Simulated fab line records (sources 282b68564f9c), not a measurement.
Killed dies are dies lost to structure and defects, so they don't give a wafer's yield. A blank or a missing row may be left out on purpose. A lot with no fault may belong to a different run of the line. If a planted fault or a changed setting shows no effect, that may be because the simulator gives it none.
fab line records || flow ritCmos
record {"lots": 15, "wafers": 45, "lastDay": 7}
route steps=202 shown FOX2@23 M1@202
lots that met no fault: taken from a fault-free run of the same line
startH: hours from the record's first day to the start of the lot's first wafer shown || waitH: hours from the lot's prior step to this one || " repeats the value in the row above || L1.1+2: one row covering several wafers at once || - either no value or no given start || * or withheld: withheld || < > ~ a bound
route shown NAME@n: a module of which the file shows steps, and the number in the route of the first || usual: average and standard deviation across the fault-free wafers || same: alike in all rows || chamber/n: place in a boat || sites: per-site readings || _std_site: the values' standard deviation || _edge_site: mean of outer sites minus mean of inner sites || radiusMm: for every site, how far away it sits from the centre of the wafer || mask NAME#n: copy n || behind: the last tool/chamber to shape the wafer || hold: the reason the lot was held/the length of the hold in hours/how it ended || device: which transistor (n, p or np) failed to switch || end of line: tests run on the same wafers once the route is complete || a step with no rows: only its recipe || killed: at the first sort, the dies lost to defects and structure; wafer yield is something else || map: dies across one wafer; x = killed, . = not, _ = none there
set.NAME: the run value of the setting; set.NAME@STEP: its run value at that earlier step || model.NAME: the simulator's own value behind a step, which no gauge read
steps of the route over a sample of lots; a table a step, a row a wafer
services: when a tool's chamber went out of use (startH, in hours from the record's first day, below 0 if earlier), for how many hours, and the reason
## steps
# step RIT_FOX2_OXIDATION_00
# recipe {"tempC": 1100, "ambient": "H2O", "targetThkA": 3507, "pH2oTorr": 720, "oxTimeS": 1130}
# usual {"spikeTcCentreC": "1102.6/1.4", "spikeTcLoadC": "1129.4/1.1", "spikeTcSourceC": "1125.1/1.3", "tubeCenterTempC": "1100/0.096", "tube_center_temp_C_max": "1102.9/0.46"}
{"lot.wafer": "L521.2", "tool": "furnace-03", "chamber": 0, "startH": 21.01, "waitH": 1.6, "spikeTcCentreC": 1103.5, "spikeTcLoadC": 1130.3, "spikeTcSourceC": 1124.8, "tubeCenterTempC": 1100.1, "tube_center_temp_C_max": 1103.7}
{"lot.wafer": "L521.5", "tool": "furnace-03", "chamber": 0, "startH": 21.01, "waitH": 1.6, "spikeTcCentreC": 1104.2, "spikeTcLoadC": 1128.0, "spikeTcSourceC": 1123.8, "tubeCenterTempC": 1100, "tube_center_temp_C_max": 1103.6}
{"lot.wafer": "L521.6", "tool": "furnace-03", "chamber": 0, "startH": 21.01, "waitH": 1.6, "spikeTcCentreC": 1103.4, "spikeTcLoadC": 1129.4, "spikeTcSourceC": 1125.0, "tubeCenterTempC": 1100.1, "tube_center_temp_C_max": 1102.9}
{"lot.wafer": "L523.1", "tool": "furnace-01", "chamber": 0, "startH": 31.13, "waitH": 0.0, "spikeTcCentreC": 1100.9, "spikeTcLoadC": 1131.5, "spikeTcSourceC": 1126.7, "tubeCenterTempC": 1099.8, "tube_center_temp_C_max": 1102.5}
{"lot.wafer": "L523.2", "tool": "furnace-01", "chamber": 0, "startH": 31.13, "waitH": 0.0, "spikeTcCentreC": 1102.6, "spikeTcLoadC": 1130.1, "spikeTcSourceC": 1127.5, "tubeCenterTempC": 1100.1, "tube_center_temp_C_max": 1102.7}
{"lot.wafer": "L523.3", "tool": "furnace-01", "chamber": 0, "startH": 31.13, "waitH": 0.0, "spikeTcCentreC": 1100.8, "spikeTcLoadC": 1130.7, "spikeTcSourceC": 1126.3, "tubeCenterTempC": 1100, "tube_center_temp_C_max": 1103.3}
{"lot.wafer": "L524.2", "tool": "furnace-01", "chamber": 0, "startH": 36.28, "waitH": 1.6, "spikeTcCentreC": 1102.3, "spikeTcLoadC": 1130.1, "spikeTcSourceC": 1124.1, "tubeCenterTempC": 1099.8, "tube_center_temp_C_max": 1103.3}
{"lot.wafer": "L524.3", "tool": "furnace-01", "chamber": 0, "startH": 36.28, "waitH": 1.6, "spikeTcCentreC": 1101.5, "spikeTcLoadC": 1129.2, "spikeTcSourceC": 1126.5, "tubeCenterTempC": 1099.9, "tube_center_temp_C_max": 1102.4}
{"lot.wafer": "L524.5", "tool": "furnace-01", "chamber": 0, "startH": 36.28, "waitH": 1.6, "spikeTcCentreC": 1101.8, "spikeTcLoadC": 1129.0, "spikeTcSourceC": 1125.8, "tubeCenterTempC": 1099.9, "tube_center_temp_C_max": 1104.0}
{"lot.wafer": "L525.1", "tool": "furnace-01", "chamber": 0, "startH": 42.68, "waitH": 2.0, "spikeTcCentreC": 1101.6, "spikeTcLoadC": 1128.2, "spikeTcSourceC": 1127.6, "tubeCenterTempC": 1099.8, "tube_center_temp_C_max": 1102.5}
{"lot.wafer": "L525.2", "tool": "furnace-01", "chamber": 0, "startH": 42.68, "waitH": 2.0, "spikeTcCentreC": 1101.9, "spikeTcLoadC": 1129.4, "spikeTcSourceC": 1125.5, "tubeCenterTempC": 1100.1, "tube_center_temp_C_max": 1103.2}
{"lot.wafer": "L525.5", "tool": "furnace-01", "chamber": 0, "startH": 42.68, "waitH": 2.0, "spikeTcCentreC": 1102.2, "spikeTcLoadC": 1130.0, "spikeTcSourceC": 1124.6, "tubeCenterTempC": 1099.9, "tube_center_temp_C_max": 1103.0}
{"lot.wafer": "L526.2", "tool": "furnace-03", "chamber": 0, "startH": 45.25, "waitH": 0.0, "spikeTcCentreC": 1096.1, "spikeTcLoadC": 1123.4, "spikeTcSourceC": 1118.1, "tubeCenterTempC": 1093.9, "tube_center_temp_C_max": 1096.4}
{"lot.wafer": "L526.4", "tool": "furnace-03", "chamber": 0, "startH": 45.25, "waitH": 0.0, "spikeTcCentreC": 1097.8, "spikeTcLoadC": 1123.6, "spikeTcSourceC": 1118.9, "tubeCenterTempC": 1094, "tube_center_temp_C_max": 1096.8}
{"lot.wafer": "L526.6", "tool": "furnace-03", "chamber": 0, "startH": 45.25, "waitH": 0.0, "spikeTcCentreC": 1099.3, "spikeTcLoadC": 1123.9, "spikeTcSourceC": 1119.7, "tubeCenterTempC": 1093.9, "tube_center_temp_C_max": 1096.6}
{"lot.wafer": "L527.3", "tool": "furnace-03", "chamber": 0, "startH": 49.56, "waitH": 0.0, "spikeTcCentreC": 1097.1, "spikeTcLoadC": 1124.0, "spikeTcSourceC": 1118.5, "tubeCenterTempC": 1093.9, "tube_center_temp_C_max": 1096.3}
{"lot.wafer": "L527.4", "tool": "furnace-03", "chamber": 0, "startH": 49.56, "waitH": 0.0, "spikeTcCentreC": 1096.6, "spikeTcLoadC": 1124.2, "spikeTcSourceC": 1119.9, "tubeCenterTempC": 1094.2, "tube_center_temp_C_max": 1097.2}
{"lot.wafer": "L527.5", "tool": "furnace-03", "chamber": 0, "startH": 49.56, "waitH": 0.0, "spikeTcCentreC": 1097.4, "spikeTcLoadC": 1124.7, "spikeTcSourceC": 1119.8, "tubeCenterTempC": 1093.9, "tube_center_temp_C_max": 1097.0}
{"lot.wafer": "L529.1", "tool": "furnace-03", "chamber": 0, "startH": 59.03, "waitH": 0.0, "spikeTcCentreC": 1098.6, "spikeTcLoadC": 1124.4, "spikeTcSourceC": 1120.4, "tubeCenterTempC": 1093.9, "tube_center_temp_C_max": 1096.7}
{"lot.wafer": "L529.2", "tool": "furnace-03", "chamber": 0, "startH": 59.03, "waitH": 0.0, "spikeTcCentreC": 1098.0, "spikeTcLoadC": 1123.1, "spikeTcSourceC": 1119.0, "tubeCenterTempC": 1094.1, "tube_center_temp_C_max": 1096.7}
{"lot.wafer": "L529.6", "tool": "furnace-03", "chamber": 0, "startH": 59.03, "waitH": 0.0, "spikeTcCentreC": 1097.3, "spikeTcLoadC": 1122.8, "spikeTcSourceC": 1119.0, "tubeCenterTempC": 1094, "tube_center_temp_C_max": 1097.0}
{"lot.wafer": "L533.1", "tool": "furnace-04", "chamber": 0, "startH": 82.87, "waitH": 1.8, "spikeTcCentreC": 1102.9, "spikeTcLoadC": 1129.2, "spikeTcSourceC": 1123.2, "tubeCenterTempC": 1100.1, "tube_center_temp_C_max": 1102.5}
{"lot.wafer": "L533.2", "tool": "furnace-04", "chamber": 0, "startH": 82.87, "waitH": 1.8, "spikeTcCentreC": 1101.4, "spikeTcLoadC": 1129.1, "spikeTcSourceC": 1123.3, "tubeCenterTempC": 1099.8, "tube_center_temp_C_max": 1102.6}
{"lot.wafer": "L533.6", "tool": "furnace-04", "chamber": 0, "startH": 82.87, "waitH": 1.8, "spikeTcCentreC": 1102.2, "spikeTcLoadC": 1127.8, "spikeTcSourceC": 1123.4, "tubeCenterTempC": 1100, "tube_center_temp_C_max": 1102.7}
{"lot.wafer": "L537.2", "tool": "furnace-04", "chamber": 0, "startH": 103.92, "waitH": 2.9, "spikeTcCentreC": 1102.1, "spikeTcLoadC": 1129.1, "spikeTcSourceC": 1124.0, "tubeCenterTempC": 1099.9, "tube_center_temp_C_max": 1103.6}
{"lot.wafer": "L537.4", "tool": "furnace-04", "chamber": 0, "startH": 103.92, "waitH": 2.9, "spikeTcCentreC": 1102.3, "spikeTcLoadC": 1128.1, "spikeTcSourceC": 1124.3, "tubeCenterTempC": 1100, "tube_center_temp_C_max": 1102.8}
{"lot.wafer": "L537.6", "tool": "furnace-04", "chamber": 0, "startH": 103.92, "waitH": 2.9, "spikeTcCentreC": 1103.3, "spikeTcLoadC": 1128.7, "spikeTcSourceC": 1123.4, "tubeCenterTempC": 1099.9, "tube_center_temp_C_max": 1103.0}
{"lot.wafer": "L539.3", "tool": "furnace-04", "chamber": 0, "startH": 115.49, "waitH": 2.6, "spikeTcCentreC": 1101.8, "spikeTcLoadC": 1128.0, "spikeTcSourceC": 1124.2, "tubeCenterTempC": 1099.9, "tube_center_temp_C_max": 1104.4}
{"lot.wafer": "L539.4", "tool": "furnace-04", "chamber": 0, "startH": 115.49, "waitH": 2.6, "spikeTcCentreC": 1102.1, "spikeTcLoadC": 1129.0, "spikeTcSourceC": 1125.4, "tubeCenterTempC": 1100, "tube_center_temp_C_max": 1102.3}
{"lot.wafer": "L539.5", "tool": "furnace-04", "chamber": 0, "startH": 115.49, "waitH": 2.6, "spikeTcCentreC": 1101.7, "spikeTcLoadC": 1128.7, "spikeTcSourceC": 1123.7, "tubeCenterTempC": 1100.2, "tube_center_temp_C_max": 1103.2}
{"lot.wafer": "L540.1", "tool": "furnace-01", "chamber": 0, "startH": 119.43, "waitH": 1.1, "spikeTcCentreC": 1099.3, "spikeTcLoadC": 1129.4, "spikeTcSourceC": 1126.2, "tubeCenterTempC": 1100.1, "tube_center_temp_C_max": 1103.1}
{"lot.wafer": "L540.3", "tool": "furnace-01", "chamber": 0, "startH": 119.43, "waitH": 1.1, "spikeTcCentreC": 1100.8, "spikeTcLoadC": 1131.4, "spikeTcSourceC": 1125.3, "tubeCenterTempC": 1100, "tube_center_temp_C_max": 1103.1}
{"lot.wafer": "L540.5", "tool": "furnace-01", "chamber": 0, "startH": 119.43, "waitH": 1.1, "spikeTcCentreC": 1101.0, "spikeTcLoadC": 1129.9, "spikeTcSourceC": 1125.1, "tubeCenterTempC": 1099.8, "tube_center_temp_C_max": 1103.1}
{"lot.wafer": "L541.2", "tool": "furnace-03", "chamber": 0, "startH": 119.74, "waitH": 0.0, "spikeTcCentreC": 1102.0, "spikeTcLoadC": 1130.1, "spikeTcSourceC": 1123.5, "tubeCenterTempC": 1100.2, "tube_center_temp_C_max": 1103.9}
{"lot.wafer": "L541.3", "tool": "furnace-03", "chamber": 0, "startH": 119.74, "waitH": 0.0, "spikeTcCentreC": 1102.7, "spikeTcLoadC": 1128.1, "spikeTcSourceC": 1125.4, "tubeCenterTempC": 1100, "tube_center_temp_C_max": 1103.5}
{"lot.wafer": "L541.5", "tool": "furnace-03", "chamber": 0, "startH": 119.74, "waitH": 0.0, "spikeTcCentreC": 1103.8, "spikeTcLoadC": 1131.2, "spikeTcSourceC": 1125.6, "tubeCenterTempC": 1100, "tube_center_temp_C_max": 1102.9}
{"lot.wafer": "L542.3", "tool": "furnace-01", "chamber": 0, "startH": 124.86, "waitH": 0.1, "spikeTcCentreC": 1100.8, "spikeTcLoadC": 1129.3, "spikeTcSourceC": 1126.6, "tubeCenterTempC": 1100, "tube_center_temp_C_max": 1103.0}
{"lot.wafer": "L542.4", "tool": "furnace-01", "chamber": 0, "startH": 124.86, "waitH": 0.1, "spikeTcCentreC": 1101.9, "spikeTcLoadC": 1130.5, "spikeTcSourceC": 1125.9, "tubeCenterTempC": 1100, "tube_center_temp_C_max": 1102.8}
{"lot.wafer": "L542.6", "tool": "furnace-01", "chamber": 0, "startH": 124.86, "waitH": 0.1, "spikeTcCentreC": 1100.6, "spikeTcLoadC": 1128.7, "spikeTcSourceC": 1127.5, "tubeCenterTempC": 1100, "tube_center_temp_C_max": 1102.9}
{"lot.wafer": "L543.1", "tool": "furnace-03", "chamber": 0, "startH": 133.25, "waitH": 1.8, "spikeTcCentreC": 1102.6, "spikeTcLoadC": 1129.6, "spikeTcSourceC": 1124.5, "tubeCenterTempC": 1100, "tube_center_temp_C_max": 1102.7}
{"lot.wafer": "L543.3", "tool": "furnace-03", "chamber": 0, "startH": 133.25, "waitH": 1.8, "spikeTcCentreC": 1104.9, "spikeTcLoadC": 1131.5, "spikeTcSourceC": 1126.6, "tubeCenterTempC": 1100, "tube_center_temp_C_max": 1102.3}
{"lot.wafer": "L543.4", "tool": "furnace-03", "chamber": 0, "startH": 133.25, "waitH": 1.8, "spikeTcCentreC": 1104.5, "spikeTcLoadC": 1129.3, "spikeTcSourceC": 1124.1, "tubeCenterTempC": 1099.8, "tube_center_temp_C_max": 1103.2}
{"lot.wafer": "L544.1", "tool": "furnace-01", "chamber": 0, "startH": 137.06, "waitH": 0.8, "spikeTcCentreC": 1101.1, "spikeTcLoadC": 1128.6, "spikeTcSourceC": 1126.2, "tubeCenterTempC": 1100, "tube_center_temp_C_max": 1103.4}
{"lot.wafer": "L544.2", "tool": "furnace-01", "chamber": 0, "startH": 137.06, "waitH": 0.8, "spikeTcCentreC": 1101.2, "spikeTcLoadC": 1128.1, "spikeTcSourceC": 1125.7, "tubeCenterTempC": 1100, "tube_center_temp_C_max": 1102.6}
{"lot.wafer": "L544.5", "tool": "furnace-01", "chamber": 0, "startH": 137.06, "waitH": 0.8, "spikeTcCentreC": 1099.8, "spikeTcLoadC": 1129.5, "spikeTcSourceC": 1126.6, "tubeCenterTempC": 1100, "tube_center_temp_C_max": 1102.2}
# step RIT_M1_PROBE_99
# usual {"killedAtContacts": "0.1/0.25", "killedAtFrontEnd": "7/3.2", "killedDies": "7/3.2", "killedOpen": "3.5/2.2", "killedShort": "3.6/2.1"}
# same {"grossDies": 264, "killed_at_M0_to_M3": 0, "killed_at_M4_up": 0, "killedAtBackSide": 0, "killedAtOther": 0}
{"lot.wafer": "L533.1", "tool": "prober-02", "chamber": "-", "startH": 134.85, "waitH": 0.1, "killedAtContacts": 0, "killedAtFrontEnd": 5, "killedDies": 5, "killedOpen": 0, "killedShort": 5}
{"lot.wafer": "L533.2", "tool": "prober-02", "chamber": "-", "startH": 134.90, "waitH": 0.1, "killedAtContacts": 0, "killedAtFrontEnd": 10, "killedDies": 10, "killedOpen": 4, "killedShort": 6}
{"lot.wafer": "L533.6", "tool": "prober-02", "chamber": "-", "startH": 135.10, "waitH": 0.2, "killedAtContacts": 0, "killedAtFrontEnd": 7, "killedDies": 7, "killedOpen": 4, "killedShort": 3}
# killed by level:class
L533.1 FOX1:geometricParticle:short=3 FOX2:geometricParticle:short=1 REOX:geometricParticle:short=1
L533.2 GATE:geometricParticle:short=3 SILICIDE:geometricParticle:open=2 FOX1:geometricParticle:short=1 FOX2:geometricParticle:short=1 FOX2:geometricParticle:open=1 GATE:geometricParticle:open=1 SPACER:geometricParticle:short=1
L533.6 REOX:geometricParticle:open=3 GATE:geometricParticle:short=2 FOX1:geometricParticle:short=1 SILICIDE:geometricParticle:open=1
## services
{"tool": "furnace-04", "chamber": "-", "startH": 19.27, "hours": 4.0, "kind": "pm"}
{"tool": "furnace-01", "chamber": "-", "startH": 20.56, "hours": 2.9, "kind": "pm"}
{"tool": "furnace-01", "chamber": "-", "startH": 23.43, "hours": 3.4, "kind": "pm"}
{"tool": "furnace-04", "chamber": "-", "startH": 126.82, "hours": 4.3, "kind": "pm"}
## key
firstSign {"step": "RIT_FOX2_OXIDATION_00", "reading": "tubeCenterTempC", "direction": "down", "sigmas": 55, "usual": "*", "struck": "*"}
effect {"step": "RIT_FOX2_OXIDATION_00", "reading": "tube_center_temp_C_max", "direction": "down", "sigmas": 13, "usual": "*", "struck": "*"}
metAt RIT_FOX2_OXIDATION_00
struckLots L526,L527,L529
testerLeftOut L526,L527,L529
onsetBetween 21.01 45.25
fault {"kind": "processParameterDrift", "tool": "furnace-03", "chamber": "-", "onsetH": 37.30, "steps": "RIT_FOX2_OXIDATION_00", "channel": "tempC", "offset": "*", "shape": "step", "endH": 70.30, "actsIn": "*", "stated": "*"}
# testerLeftOut: of these lots the tester's yield and bins aren't shown, on N5 and GAA mostly nor the transistor test; their killed dies are dies lost to structure and defects alone, not to doping, threshold or leakage, so they don't give the yield
